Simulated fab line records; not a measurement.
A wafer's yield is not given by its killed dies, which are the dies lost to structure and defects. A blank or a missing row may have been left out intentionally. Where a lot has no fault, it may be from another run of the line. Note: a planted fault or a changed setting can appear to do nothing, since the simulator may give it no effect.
fab line records	flow ritCmos
[record] lots = 5	wafers = 15	lastDay = 6
route steps=202 shown CONTACT@172 M1@184
lots that met no fault: from a run of the same line without faults
startH: the number of hours between the record's first day and the start of the first shown wafer of the lot	waitH: time in hours since the lot's previous step	" unchanged from the row above	L1.1+2: a single row standing in for several wafers	- no value, or no start given	* or withheld: withheld	< > ~ a bound
route shown NAME@n: names a module that has steps shown in the file, with the first one's number in the route	usual: average and standard deviation across the fault-free wafers	same: alike in all rows	chamber/n: place in a boat	sites: per-site readings	_std_site: how widely they spread, as a standard deviation	_edge_site: outer sites' mean less inner sites'	radiusMm: for every site, how far away it sits from the centre of the wafer	mask NAME#n: copy n	behind: tool/chamber where the wafer was last shaped	hold: the reason the lot was held/the length of the hold in hours/how it ended	device: the n, p or np transistor that did not switch	end of line: the same wafers' tests at the end of the route	a step with no rows: only its recipe	killed: dies that structure and defects cost at the first sort, which is not the same as the wafer's yield	map: the dies of a wafer, with x for killed, . for not killed, _ for no die there
set.NAME: the setting the step ran with; set.NAME@STEP: the setting that earlier step ran with	model.NAME: the simulator's own value behind a step, which no gauge read
lots at selected steps of the route; one table per step, one row per wafer
services: a tool's chamber out of use, with start hour (startH, from the record's first day; less than 0 if before it), hours out, and reason
[[steps]]
[step RIT_CONTACT_SOFTBAKE_04]
[recipe] resist = NOVOLAK	tempC = 90	timeS = 60
[usual] chillPlateTempC = 23.00/0.11	exhaustPa = 45.1/0.85	resistLineTempC = 22.98/0.1
lot.wafer	tool	chamber	startH	waitH	chillPlateTempC	exhaustPa	resistLineTempC
L080.1	lithoTrack-02	0	88.80	0.1	22.94	45.6	23.07
L080.3	"	0	"	"	23.03	45.3	22.87
L080.5	"	0	"	"	22.86	44.5	23.04
L086.1	lithoTrack-04	0	115.57	0.1	22.91	46.3	23.14
L086.5	"	0	"	"	23.02	46.0	23.01
L086.6	"	0	"	"	22.93	45.0	22.94
L087.1	lithoTrack-04	0	121.91	0.1	22.99	46.6	23.20
L087.3	"	0	"	"	22.95	45.7	23.04
L087.4	"	0	"	"	23.02	45.7	23.07
L089.2	lithoTrack-02	0	130.58	0.1	22.86	46.7	23.16
L089.5	"	0	"	"	22.87	44.8	23.09
L089.6	"	0	"	"	22.95	46.7	23.08
L092.2	lithoTrack-01	0	147.41	0.1	23.10	45.6	23.02
L092.3	"	0	"	"	23.04	45.0	23.04
L092.6	"	0	"	"	22.97	44.9	23.05
[step RIT_CONTACT_EXPOSE_05]
[recipe] maskId = M11	na = 0.6	sourceShape = conventional	sigmaOuter = 0.5	targetCdNm = 1000	doseMj = 250
lot.wafer	tool	chamber	startH	waitH	mask
L080.1+3+5	ilineStepper-01	0	89.08	0.3	M11#0
L086.1+5+6	ilineStepper-02	0	115.72	0.1	M11#0
L087.1+3+4	ilineStepper-02	0	122.06	0.1	M11#0
L089.2+5+6	ilineStepper-01	0	130.85	0.2	M11#0
L092.2+3+6	ilineStepper-02	0	147.68	0.2	M11#0
[step RIT_CONTACT_PEB_06]
[recipe] resist = NOVOLAK	tempC = withheld	timeS = withheld
[usual] chillPlateTempC = *	exhaustPa = 44.9/1.1	resistLineTempC = *
lot.wafer	tool	chamber	startH	waitH	chillPlateTempC	exhaustPa	resistLineTempC
L080.1	lithoTrack-01	0	89.29	0.2	*	43.7	*
L080.3	"	0	"	"	*	44.4	*
L080.5	"	0	"	"	*	44.0	*
L086.1	lithoTrack-01	0	115.84	0.1	*	45.3	*
L086.5	"	0	"	"	*	44.1	*
L086.6	"	0	"	"	*	44.7	*
L087.1	lithoTrack-04	0	122.18	0.1	*	44.6	*
L087.3	"	0	"	"	*	43.8	*
L087.4	"	0	"	"	*	44.1	*
L089.2	lithoTrack-01	0	130.97	0.1	*	45.3	*
L089.5	"	0	"	"	*	44.9	*
L089.6	"	0	"	"	*	44.8	*
L092.2	lithoTrack-02	0	147.80	0.1	*	45.8	*
L092.3	"	0	"	"	*	46.8	*
L092.6	"	0	"	"	*	46.1	*
[step RIT_CONTACT_DEVELOP_07]
[recipe] resist = NOVOLAK	developTimeS = 120	devTempC = 23
[usual] chillPlateTempC = 22.99/0.097	developerTempC = 23.00/0.11	exhaustPa = 45.1/0.98	resistLineTempC = 23.00/0.11
[same] developTimeS = 120
lot.wafer	tool	chamber	startH	waitH	chillPlateTempC	developerTempC	exhaustPa	resistLineTempC
L080.1	lithoTrack-01	0	-	-	23.00	23.11	45.0	22.98
L080.3	"	0	"	"	22.87	23.06	47.0	23.15
L080.5	"	0	"	"	22.80	22.95	44.6	22.88
L086.1	lithoTrack-01	0	-	-	23.07	22.91	45.6	22.88
L086.5	"	0	"	"	23.08	22.75	43.9	23.07
L086.6	"	0	"	"	23.17	22.78	42.9	22.90
L087.1	lithoTrack-04	0	-	-	22.99	23.05	46.6	22.79
L087.3	"	0	"	"	22.96	23.00	46.1	22.96
L087.4	"	0	"	"	22.86	22.93	46.6	23.13
L089.2	lithoTrack-01	0	-	-	22.95	22.97	44.9	22.83
L089.5	"	0	"	"	22.88	22.93	42.9	22.86
L089.6	"	0	"	"	22.97	22.94	44.4	22.99
L092.2	lithoTrack-02	0	-	-	23.04	23.06	45.5	22.96
L092.3	"	0	"	"	23.02	23.01	45.5	22.98
L092.6	"	0	"	"	23.03	22.90	46.0	22.85
[step RIT_CONTACT_CD_MEAS_08]
[recipe] targetCdNm = 1000
[usual] cdNm = 999.5/2.2
lot.wafer	tool	chamber	startH	waitH	cdNm
L080.1	cdSem-01	-	89.69	-	998.3
L080.3	"	-	"	"	997.1
L080.5	"	-	"	"	998.3
L086.1	cdSem-02	-	116.24	-	998.3
L086.5	"	-	"	"	1000.5
L086.6	"	-	"	"	1000.8
L087.1	cdSem-02	-	122.58	-	1000.6
L087.3	"	-	"	"	1000.3
L087.4	"	-	"	"	998.0
L089.2	cdSem-02	-	131.37	-	1000.8
L089.5	"	-	"	"	999.6
L089.6	"	-	"	"	999.6
L092.2	cdSem-01	-	148.19	-	1000.6
L092.3	"	-	"	"	1001.1
L092.6	"	-	"	"	1000.3
[step RIT_CONTACT_OVL_MEAS_09]
[usual] CONTACT_OVL = -0.2/1.5
lot.wafer	tool	chamber	startH	waitH	CONTACT_OVL[nm]
L080.1	overlay-02	-	89.81	0.1	0.2
L080.3	"	-	"	"	-1.1
L080.5	"	-	"	"	-1.0
L086.1	overlay-02	-	116.36	0.1	-0.2
L086.5	"	-	"	"	2.3
L086.6	"	-	"	"	1.3
L087.1	overlay-01	-	122.70	0.1	-2.6
L087.3	"	-	"	"	-1.9
L087.4	"	-	"	"	-2.0
L089.2	overlay-02	-	131.47	0.1	-2.2
L089.5	"	-	"	"	-3.1
L089.6	"	-	"	"	0.0
L092.2	overlay-02	-	148.30	0.1	1.4
L092.3	"	-	"	"	0.5
L092.6	"	-	"	"	0.8
[step RIT_CONTACT_HARDBAKE_10]
[recipe] resist = NOVOLAK	tempC = 140	timeS = 60
[usual] chillPlateTempC = 22.99/0.11	exhaustPa = 45.2/0.88	resistLineTempC = 23.02/0.094
lot.wafer	tool	chamber	startH	waitH	chillPlateTempC	exhaustPa	resistLineTempC
L080.1	lithoTrack-01	0	89.84	0.0	22.98	46.4	23.15
L080.3	"	0	"	"	23.01	44.1	23.08
L080.5	"	0	"	"	22.96	45.4	23.19
L086.1	lithoTrack-04	0	116.39	0.0	22.97	45.8	23.08
L086.5	"	0	"	"	23.00	45.6	22.85
L086.6	"	0	"	"	23.10	46.3	23.06
L087.1	lithoTrack-01	0	122.73	0.0	22.85	45.5	23.18
L087.3	"	0	"	"	22.85	45.7	23.10
L087.4	"	0	"	"	22.95	46.2	23.06
L089.2	lithoTrack-04	0	131.53	0.0	23.00	44.7	22.98
L089.5	"	0	"	"	23.03	44.3	22.88
L089.6	"	0	"	"	22.70	44.7	22.98
L092.2	lithoTrack-04	0	148.35	0.0	22.93	45.7	23.06
L092.3	"	0	"	"	23.01	43.6	23.16
L092.6	"	0	"	"	22.72	46.0	23.17
[step RIT_CONTACT_ETCH_11]
[recipe] targetDepthA = 4800	overEtchFrac = 0.2	stopOn = TiSi2	chemistry = CHF3/CF4/Ar	target = SiO2	CHF3_flow_sccm = 50	cf4FlowSccm = 10	Ar_flow_sccm = 100	O2_flow_sccm = 5	pressureMtorr = 100	rfW = 200	timeS = 320
[usual] drypumpMotorCurrentA = 6.0/0.49	oesProductAu = 0.991/0.016	throttleValvePct = 8.93/0.13
lot.wafer	tool	chamber	startH	waitH	drypumpMotorCurrentA	oesProductAu	rfHoursCounterH	throttleValvePct
L080.1	rieDiel-03	2	89.99	0.1	5.4	0.975	3	9.21
L080.3	"	0	"	"	6.5	0.987	94	9.06
L080.5	"	1	"	"	6.1	0.999	-	8.91
L086.1	rieDiel-03	3	116.54	0.1	6.4	0.993	111	8.95
L086.5	"	2	"	"	5.4	0.975	-	9.18
L086.6	"	1	"	"	6.2	0.989	-	8.91
L087.1	rieDiel-03	1	122.88	0.1	6.2	0.991	53	8.91
L087.3	"	3	"	"	6.4	0.994	111	8.92
L087.4	"	2	"	"	5.4	0.979	-	9.18
L089.2	rieDiel-02	0	131.65	0.1	5.6	0.977	82	8.87
L089.5	"	2	"	"	5.3	0.995	-	9.02
L089.6	"	1	"	"	6.1	1.018	-	8.74
L092.2	rieDiel-04	2	148.48	0.1	6.6	1.000	32	8.79
L092.3	"	0	"	"	5.8	1.003	0	8.94
L092.6	"	0	"	"	5.7	1.011	-	8.96
[step RIT_CONTACT_STRIP_12]
[recipe] chemistry = O2	timeS = 180	resist = NOVOLAK	platenTempC = withheld	powerW = 500	pressureMtorr = 4000	o2FlowSccm = 4000
[usual] drypumpMotorCurrentA = 5.8/0.31
lot.wafer	tool	chamber	startH	waitH	drypumpMotorCurrentA	rfHoursCounterH
L080.1	plasmaAsher-03	0	90.19	0.1	6.0	31
L080.3	"	0	"	"	6.0	-
L080.5	"	1	"	"	5.3	-
L086.1	plasmaAsher-03	1	116.74	0.1	5.3	34
L086.5	"	0	"	"	6.0	-
L086.6	"	1	"	"	5.3	-
L087.1	plasmaAsher-04	1	123.08	0.1	5.6	47
L087.3	"	1	"	"	5.6	-
L087.4	"	0	"	"	5.4	-
L089.2	plasmaAsher-03	0	131.85	0.1	6.0	35
L089.5	"	1	"	"	5.3	-
L089.6	"	0	"	"	6.0	-
L092.2	plasmaAsher-04	0	148.67	0.1	5.4	49
L092.3	"	0	"	"	5.4	-
L092.6	"	1	"	"	5.6	-
[step RIT_CONTACT_CD_MEAS_90]
[recipe] targetCdNm = 1000
[usual] cdNm = 999.4/2.1
lot.wafer	tool	chamber	startH	waitH	cdNm
L080.1	cdSem-02	-	90.36	0.1	998.1
L080.3	"	-	"	"	997.2
L080.5	"	-	"	"	997.7
L086.1	cdSem-02	-	116.91	0.1	998.1
L086.5	"	-	"	"	1000.5
L086.6	"	-	"	"	1000.8
L087.1	cdSem-02	-	123.25	0.1	1000.5
L087.3	"	-	"	"	999.7
L087.4	"	-	"	"	997.7
L089.2	cdSem-02	-	132.04	0.1	1000.6
L089.5	"	-	"	"	999.4
L089.6	"	-	"	"	999.1
L092.2	cdSem-02	-	148.87	0.1	1000.1
L092.3	"	-	"	"	1000.9
L092.6	"	-	"	"	999.7
[step RIT_CONTACT_CLEAN_13]
[recipe] chemistry = SC1	mix = 3:3:50	timeS = 600	tempC = 75
lot.wafer	tool	chamber	startH	waitH
L080.1+3+5	wetBench-02	2	90.48	0.1
L086.1+5+6	wetBench-04	1	117.03	0.1
L087.1+3+4	wetBench-03	3	123.37	0.1
L089.2+5+6	wetBench-04	1	132.14	0.1
L092.2+3+6	wetBench-02	3	148.97	0.1
[step RIT_CONTACT_CLEAN_14]
[recipe] chemistry = SC2	mix = 3:3:50	timeS = 600	tempC = 75	dry = n2Spin
lot.wafer	tool	chamber	startH	waitH
L080.1+3+5	wetBench-04	0	90.67	0.0
L086.1+5+6	wetBench-02	3	117.45	0.0
L087.1+3+4	wetBench-04	2	123.56	0.0
L089.2+5+6	wetBench-03	2	132.32	0.0
L092.2+3+6	wetBench-03	2	149.14	0.0
[step RIT_M1_SPUTTER_00]
[recipe] material = Al	targetThkNm = 400	powerW = 2000	chamberPressurePa = 0.4	gas = Ar	timeS = 500	substrateTempC = 25
[usual] throttleValvePct = 30.3/0.74
lot.wafer	tool	chamber	startH	waitH	throttleValvePct
L080.1	pvdSputter-01	-	90.85	0.0	30.2
L080.3	"	-	"	"	30.2
L080.5	"	-	"	"	29.9
L086.1	pvdSputter-02	-	117.64	0.0	30.0
L086.5	"	-	"	"	31.4
L086.6	"	-	"	"	29.4
L087.1	pvdSputter-01	-	123.75	0.0	30.3
L087.3	"	-	"	"	29.9
L087.4	"	-	"	"	30.5
L089.2	pvdSputter-01	-	132.53	0.0	30.2
L089.5	"	-	"	"	29.6
L089.6	"	-	"	"	30.1
L092.2	pvdSputter-02	-	149.33	0.0	31.2
L092.3	"	-	"	"	29.8
L092.6	"	-	"	"	30.0
[step RIT_M1_RS_MEAS_01]
[recipe] thkMeasGauge = four-point-probe	reads = Al_of_M1_SPUTTER_00
[usual] M1_AL_RS = 0.0735/0.00066
lot.wafer	tool	chamber	startH	waitH	M1_AL_RS[ohm/sq]
L080.1	filmMetro-02	-	91.14	0.1	0.0740
L080.3	"	-	"	"	0.0739
L080.5	"	-	"	"	0.0737
L086.1	filmMetro-02	-	117.93	0.1	0.0734
L086.5	"	-	"	"	0.0738
L086.6	"	-	"	"	0.0732
L087.1	filmMetro-03	-	124.05	0.1	0.0734
L087.3	"	-	"	"	0.0726
L087.4	"	-	"	"	0.0740
L089.2	filmMetro-01	-	132.84	0.2	0.0737
L089.5	"	-	"	"	0.0751
L089.6	"	-	"	"	0.0749
L092.2	filmMetro-01	-	149.65	0.2	0.0742
L092.3	"	-	"	"	0.0741
L092.6	"	-	"	"	0.0742
[step RIT_M1_THK_MEAS_02]
[recipe] thkMeasGauge = xrf	reads = Al_of_M1_SPUTTER_00
[usual] M1_AL_THK = 399/3.7
lot.wafer	tool	chamber	startH	waitH	M1_AL_THK[nm]
L080.1	filmMetro-02	-	91.26	0.1	393
L080.3	"	-	"	"	396
L080.5	"	-	"	"	396
L086.1	filmMetro-02	-	118.05	0.1	398
L086.5	"	-	"	"	395
L086.6	"	-	"	"	397
L087.1	filmMetro-03	-	124.17	0.1	395
L087.3	"	-	"	"	400
L087.4	"	-	"	"	394
L089.2	filmMetro-01	-	132.95	0.1	400
L089.5	"	-	"	"	391
L089.6	"	-	"	"	391
L092.2	filmMetro-01	-	149.76	0.1	398
L092.3	"	-	"	"	399
L092.6	"	-	"	"	400
[step RIT_M1_HMDS_03]
[recipe] primeTimeS = 60	primeTempC = 140
[usual] chillPlateTempC = 22.97/0.12	exhaustPa = 45.2/0.77	resistLineTempC = 23.02/0.1
lot.wafer	tool	chamber	startH	waitH	chillPlateTempC	exhaustPa	resistLineTempC
L080.1	lithoTrack-03	0	91.32	0.1	22.90	44.8	23.13
L080.3	"	0	"	"	22.70	45.9	22.96
L080.5	"	0	"	"	22.85	45.0	22.97
L086.1	lithoTrack-03	0	118.11	0.1	22.81	43.9	22.99
L086.5	"	0	"	"	22.92	44.3	23.08
L086.6	"	0	"	"	22.99	42.9	23.00
L087.1	lithoTrack-03	0	124.23	0.1	23.11	45.3	23.07
L087.3	"	0	"	"	22.82	44.7	23.05
L087.4	"	0	"	"	22.98	45.3	23.17
L089.2	lithoTrack-04	0	133.13	0.2	22.81	45.4	22.90
L089.5	"	0	"	"	22.88	45.0	22.91
L089.6	"	0	"	"	22.88	44.7	23.11
L092.2	lithoTrack-03	0	149.83	0.1	22.97	44.7	22.97
L092.3	"	0	"	"	22.83	44.7	23.10
L092.6	"	0	"	"	23.14	45.7	22.88
[step RIT_M1_COAT_04]
[recipe] resist = NOVOLAK	spinRpm = 2000	resistThkNm = 1300
[usual] chillPlateTempC = 22.99/0.11	exhaustPa = 44.9/0.86	resistLineTempC = 23.00/0.1
lot.wafer	tool	chamber	startH	waitH	chillPlateTempC	exhaustPa	resistLineTempC
L080.1	lithoTrack-03	0	91.47	0.1	23.04	43.1	23.00
L080.3	"	0	"	"	23.07	44.7	23.10
L080.5	"	0	"	"	23.22	44.8	23.09
L086.1	lithoTrack-03	0	118.26	0.1	23.09	45.8	22.99
L086.5	"	0	"	"	23.14	45.9	23.00
L086.6	"	0	"	"	23.05	45.2	22.86
L087.1	lithoTrack-03	0	124.38	0.1	22.94	46.2	23.01
L087.3	"	0	"	"	22.89	44.6	23.06
L087.4	"	0	"	"	23.08	44.3	22.92
L089.2	lithoTrack-04	0	133.28	0.1	22.91	44.1	23.15
L089.5	"	0	"	"	22.93	44.2	23.11
L089.6	"	0	"	"	22.94	45.5	23.05
L092.2	lithoTrack-03	0	149.98	0.1	22.92	45.6	23.00
L092.3	"	0	"	"	22.94	46.6	23.03
L092.6	"	0	"	"	23.01	46.5	22.97
[step RIT_M1_SOFTBAKE_05]
[recipe] resist = NOVOLAK	tempC = 90	timeS = 60
[usual] chillPlateTempC = 23.00/0.11	exhaustPa = 45.0/0.83	resistLineTempC = 23.01/0.11
lot.wafer	tool	chamber	startH	waitH	chillPlateTempC	exhaustPa	resistLineTempC
L080.1	lithoTrack-03	0	91.62	0.1	23.05	45.6	23.20
L080.3	"	0	"	"	23.24	46.2	23.10
L080.5	"	0	"	"	23.04	45.3	22.98
L086.1	lithoTrack-03	0	118.41	0.1	23.12	44.2	22.97
L086.5	"	0	"	"	23.04	46.4	22.93
L086.6	"	0	"	"	22.86	46.2	23.13
L087.1	lithoTrack-03	0	124.53	0.1	23.22	44.3	23.04
L087.3	"	0	"	"	23.12	44.8	23.02
L087.4	"	0	"	"	23.15	45.0	23.10
L089.2	lithoTrack-04	0	133.43	0.1	23.05	45.0	23.09
L089.5	"	0	"	"	22.96	45.5	23.01
L089.6	"	0	"	"	22.91	45.0	22.95
L092.2	lithoTrack-03	0	150.13	0.1	22.87	44.0	22.99
L092.3	"	0	"	"	23.04	45.1	22.93
L092.6	"	0	"	"	22.93	43.9	22.94
[step RIT_M1_EXPOSE_06]
[recipe] maskId = M12	na = 0.6	sourceShape = conventional	sigmaOuter = 0.5	targetCdNm = 2600	doseMj = 250
lot.wafer	tool	chamber	startH	waitH	mask
L080.1+3+5	ilineStepper-01	0	91.90	0.2	M12#0
L086.1+5+6	ilineStepper-01	0	118.69	0.2	M12#0
L087.1+3+4	ilineStepper-02	0	124.80	0.2	M12#0
L089.2+5+6	ilineStepper-01	0	133.57	0.1	M12#0
L092.2+3+6	ilineStepper-02	0	150.28	0.1	M12#0
[step RIT_M1_PEB_07]
[recipe] resist = NOVOLAK	tempC = withheld	timeS = withheld
[usual] chillPlateTempC = *	exhaustPa = 44.9/0.88	resistLineTempC = *
lot.wafer	tool	chamber	startH	waitH	chillPlateTempC	exhaustPa	resistLineTempC
L080.1	lithoTrack-04	0	92.24	0.3	*	45.2	*
L080.3	"	0	"	"	*	44.9	*
L080.5	"	0	"	"	*	45.6	*
L086.1	lithoTrack-04	0	118.80	0.1	*	44.2	*
L086.5	"	0	"	"	*	45.1	*
L086.6	"	0	"	"	*	44.8	*
L087.1	lithoTrack-03	0	124.92	0.1	*	44.4	*
L087.3	"	0	"	"	*	44.2	*
L087.4	"	0	"	"	*	44.9	*
L089.2	lithoTrack-02	0	133.69	0.1	*	44.2	*
L089.5	"	0	"	"	*	43.1	*
L089.6	"	0	"	"	*	44.1	*
L092.2	lithoTrack-03	0	150.40	0.1	*	43.5	*
L092.3	"	0	"	"	*	43.6	*
L092.6	"	0	"	"	*	44.5	*
[step RIT_M1_DEVELOP_08]
[recipe] resist = NOVOLAK	developTimeS = 68	devTempC = 23
[usual] chillPlateTempC = 22.98/0.094	developerTempC = 23.02/0.12	exhaustPa = 44.9/0.85	resistLineTempC = 23.01/0.1
[same] developTimeS = 68
lot.wafer	tool	chamber	startH	waitH	chillPlateTempC	developerTempC	exhaustPa	resistLineTempC
L080.1	lithoTrack-04	0	-	-	23.15	23.13	44.5	23.05
L080.3	"	0	"	"	23.01	22.98	43.7	23.06
L080.5	"	0	"	"	22.96	23.04	44.5	22.98
L086.1	lithoTrack-04	0	-	-	22.98	23.07	44.7	23.02
L086.5	"	0	"	"	22.92	23.12	45.1	23.04
L086.6	"	0	"	"	22.88	23.13	44.8	23.04
L087.1	lithoTrack-03	0	-	-	22.95	23.04	45.2	23.03
L087.3	"	0	"	"	23.04	23.02	44.4	22.94
L087.4	"	0	"	"	22.90	23.17	44.3	23.03
L089.2	lithoTrack-02	0	-	-	22.99	22.97	43.5	23.10
L089.5	"	0	"	"	23.06	23.15	43.8	23.09
L089.6	"	0	"	"	23.00	23.04	43.7	22.96
L092.2	lithoTrack-03	0	-	-	23.03	22.99	43.8	22.93
L092.3	"	0	"	"	23.01	22.96	45.0	22.92
L092.6	"	0	"	"	23.07	23.09	45.1	22.95
[step RIT_M1_CD_MEAS_09]
[recipe] targetCdNm = 2600
[usual] cdNm = 2601.0/2.7
lot.wafer	tool	chamber	startH	waitH	cdNm
L080.1	cdSem-02	-	92.55	-	2605.7
L080.3	"	-	"	"	2604.0
L080.5	"	-	"	"	2604.1
L086.1	cdSem-01	-	119.12	-	2600.3
L086.5	"	-	"	"	2598.0
L086.6	"	-	"	"	2595.4
L087.1	cdSem-02	-	125.34	-	2598.9
L087.3	"	-	"	"	2598.0
L087.4	"	-	"	"	2599.5
L089.2	cdSem-02	-	134.00	-	2598.7
L089.5	"	-	"	"	2599.6
L089.6	"	-	"	"	2601.8
L092.2	cdSem-01	-	150.71	-	2601.3
L092.3	"	-	"	"	2602.2
L092.6	"	-	"	"	2603.1
[step RIT_M1_OVL_MEAS_10]
[usual] M1_OVL = 0.2/1.2
lot.wafer	tool	chamber	startH	waitH	M1_OVL[nm]
L080.1	overlay-02	-	92.67	0.1	0.1
L080.3	"	-	"	"	3.0
L080.5	"	-	"	"	0.9
L086.1	overlay-01	-	119.24	0.1	0.9
L086.5	"	-	"	"	-0.5
L086.6	"	-	"	"	0.4
L087.1	overlay-01	-	125.46	0.1	0.6
L087.3	"	-	"	"	0.2
L087.4	"	-	"	"	0.4
L089.2	overlay-01	-	134.11	0.1	-0.7
L089.5	"	-	"	"	1.3
L089.6	"	-	"	"	1.9
L092.2	overlay-02	-	150.81	0.1	-0.5
L092.3	"	-	"	"	-1.4
L092.6	"	-	"	"	-1.3
[step RIT_M1_HARDBAKE_11]
[recipe] resist = NOVOLAK	tempC = 140	timeS = 120
[usual] chillPlateTempC = 23.01/0.1	exhaustPa = 45.0/0.84	resistLineTempC = 23.01/0.094
lot.wafer	tool	chamber	startH	waitH	chillPlateTempC	exhaustPa	resistLineTempC
L080.1	lithoTrack-04	0	92.71	0.0	23.07	44.9	22.94
L080.3	"	0	"	"	23.24	45.0	23.12
L080.5	"	0	"	"	23.11	44.7	22.99
L086.1	lithoTrack-04	0	119.27	0.0	22.81	44.9	23.28
L086.5	"	0	"	"	22.99	44.1	23.00
L086.6	"	0	"	"	22.91	45.6	23.08
L087.1	lithoTrack-03	0	125.50	0.0	23.00	45.4	23.12
L087.3	"	0	"	"	22.98	46.3	23.13
L087.4	"	0	"	"	22.92	44.4	23.20
L089.2	lithoTrack-02	0	134.18	0.1	22.99	45.2	22.97
L089.5	"	0	"	"	22.93	44.0	23.04
L089.6	"	0	"	"	22.95	44.7	22.91
L092.2	lithoTrack-04	0	150.89	0.1	22.93	44.9	23.05
L092.3	"	0	"	"	22.86	44.6	23.11
L092.6	"	0	"	"	22.92	44.9	23.10
[step RIT_M1_METAL_ETCH_12]
[recipe] stopOn = SiO2	chemistry = Cl2/BCl3	target = Al	timeS = 165	overEtchFrac = 0.5	pressureMtorr = 100	targetDepthA = 6000	rfW = 250	Cl2_flow_sccm = 60	bcl3FlowSccm = 50
[usual] drypumpMotorCurrentA = 5.9/0.47	oesProductAu = 0.774/0.011	throttleValvePct = 8.24/0.14
lot.wafer	tool	chamber	startH	waitH	drypumpMotorCurrentA	oesProductAu	rfHoursCounterH	throttleValvePct
L080.1	rieMetal-04	1	92.96	0.2	5.4	0.774	1	8.04
L080.3	"	0	"	"	6.2	0.758	-	8.16
L080.5	"	1	"	"	5.3	0.760	-	8.03
L086.1	rieMetal-04	0	119.52	0.2	6.3	0.757	1	8.16
L086.5	"	0	"	"	6.3	0.769	-	8.17
L086.6	"	1	"	"	5.4	0.768	-	8.04
L087.1	rieMetal-01	1	125.75	0.2	6.7	0.788	35	8.30
L087.3	"	0	"	"	5.9	0.791	-	8.41
L087.4	"	1	"	"	6.7	0.789	-	8.32
L089.2	rieMetal-04	0	134.39	0.2	6.3	0.755	1	8.15
L089.5	"	1	"	"	5.3	0.752	-	8.03
L089.6	"	0	"	"	6.3	0.768	-	8.18
L092.2	rieMetal-02	0	151.09	0.2	5.3	0.775	3	8.39
L092.3	"	1	"	"	6.2	0.769	-	8.14
L092.6	"	0	"	"	5.4	0.774	-	8.40
[step RIT_M1_STRIP_13]
[recipe] chemistry = nmp	resist = NOVOLAK	tempC = 80	timeS = 600	dry = n2Spin
lot.wafer	tool	chamber	startH	waitH
L080.1+3+5	wetBench-02	1	93.12	0.1
L086.1+5+6	wetBench-04	0	119.69	0.1
L087.1+3+4	wetBench-02	2	125.91	0.1
L089.2+5+6	wetBench-02	0	134.55	0.1
L092.2+3+6	wetBench-02	1	151.26	0.1
[step RIT_M1_STRIP_14]
[recipe] chemistry = O2	timeS = 180	platenTempC = withheld	powerW = 500	pressureMtorr = 4000	o2FlowSccm = 4000
[usual] drypumpMotorCurrentA = 5.66/0.27
lot.wafer	tool	chamber	startH	waitH	drypumpMotorCurrentA	rfHoursCounterH
L080.1	plasmaAsher-03	0	93.30	0.0	6.00	31
L080.3	"	0	"	"	5.99	-
L080.5	"	1	"	"	5.33	-
L086.1	plasmaAsher-04	1	120.10	0.0	5.62	46
L086.5	"	1	"	"	5.64	-
L086.6	"	0	"	"	5.43	-
L087.1	plasmaAsher-03	0	126.08	0.0	6.01	35
L087.3	"	1	"	"	5.33	-
L087.4	"	0	"	"	6.02	-
L089.2	plasmaAsher-01	1	134.73	0.0	5.57	2
L089.5	"	1	"	"	5.58	-
L089.6	"	0	"	"	5.98	-
L092.2	plasmaAsher-01	0	151.43	0.0	6.00	3
L092.3	"	0	"	"	6.01	-
L092.6	"	1	"	"	5.56	-
[step RIT_M1_CD_MEAS_90]
[recipe] targetCdNm = 2600
[usual] cdNm = 2601/3.1
lot.wafer	tool	chamber	startH	waitH	cdNm
L080.1	cdSem-02	-	93.47	0.1	2607
L080.3	"	-	"	"	2604
L080.5	"	-	"	"	2606
L086.1	cdSem-02	-	120.28	0.1	2601
L086.5	"	-	"	"	2598
L086.6	"	-	"	"	2597
L087.1	cdSem-02	-	126.26	0.1	2601
L087.3	"	-	"	"	2598
L087.4	"	-	"	"	2601
L089.2	cdSem-02	-	134.92	0.1	2598
L089.5	"	-	"	"	2600
L089.6	"	-	"	"	2602
L092.2	cdSem-02	-	151.63	0.1	2600
L092.3	"	-	"	"	2601
L092.6	"	-	"	"	2601
[step RIT_M1_ANNEAL_15]
[recipe] tempC = 450	timeS = 1800	ambient = forming_gas_H2N2
[usual] tubeCenterTempC = 450/0.04	zonePowerSourcePct = 7.04/0.066
lot.wafer	tool	chamber	startH	waitH	tubeCenterTempC	zonePowerSourcePct
L080.1	furnace-02	0	94.44	0.9	450.02	7.05
L080.3	"	0	"	"	449.97	6.98
L080.5	"	0	"	"	449.99	7.16
L086.1	furnace-02	0	120.40	0.1	450	7.12
L086.5	"	0	"	"	449.96	7.04
L086.6	"	0	"	"	450.05	6.97
L087.1	furnace-02	0	126.38	0.1	450.03	7.03
L087.3	"	0	"	"	450.06	6.97
L087.4	"	0	"	"	450.04	7.16
L089.2	furnace-02	0	135.02	0.1	449.98	6.94
L089.5	"	0	"	"	449.99	7.00
L089.6	"	0	"	"	450.04	6.94
L092.2	furnace-02	0	151.73	0.1	449.96	7.17
L092.3	"	0	"	"	449.92	7.08
L092.6	"	0	"	"	449.95	7.13
[step RIT_M1_BOW_MEAS_16]
[recipe] mode = bow
[usual] M1_BOW = 17/5.9
lot.wafer	tool	chamber	startH	waitH	M1_BOW[um]
L080.1	filmMetro-01	-	95.94	0.0	14
L080.3	"	-	"	"	7
L080.5	"	-	"	"	13
L086.1	filmMetro-02	-	121.90	0.0	19
L086.5	"	-	"	"	18
L086.6	"	-	"	"	14
L087.1	filmMetro-02	-	127.88	0.0	19
L087.3	"	-	"	"	10
L087.4	"	-	"	"	23
L089.2	filmMetro-02	-	136.54	0.0	11
L089.5	"	-	"	"	15
L089.6	"	-	"	"	16
L092.2	filmMetro-01	-	153.25	0.0	-1
L092.3	"	-	"	"	15
L092.6	"	-	"	"	21
[[services]]
tool	chamber	startH	hours	kind
ilineStepper-01	-	77.36	6.5	repair
pvdSputter-02	-	81.01	1.1	repair
plasmaAsher-04	-	85.90	2.0	repair
rieMetal-01	1	86.08	21.7	repair
rieMetal-02	1	86.76	3.3	repair
plasmaAsher-04	-	89.52	2.1	repair
rieDiel-02	-	92.53	0.3	repair
rieDiel-02	2	95.01	11.4	repair
rieDiel-04	0	98.92	-	clean
ilineStepper-01	0	99.70	-	calibration
rieDiel-03	3	101.35	5.6	repair
rieDiel-03	0	104.54	33.8	repair
ilineStepper-01	-	107.67	1.7	pm
plasmaAsher-01	-	108.75	9.0	pm
plasmaAsher-01	0	108.75	9.0	ventCycle
plasmaAsher-01	1	108.75	9.0	ventCycle
plasmaAsher-01	0	117.75	-	clean
plasmaAsher-01	1	117.75	-	clean
rieDiel-03	1	125.62	6.0	repair
rieDiel-03	-	131.92	1.6	repair
rieDiel-03	1	135.44	12.9	repair
rieMetal-01	-	136.12	20.0	pm
rieDiel-03	-	142.66	0.8	repair
ilineStepper-02	-	147.81	1.7	pm
[[key]]
fault none
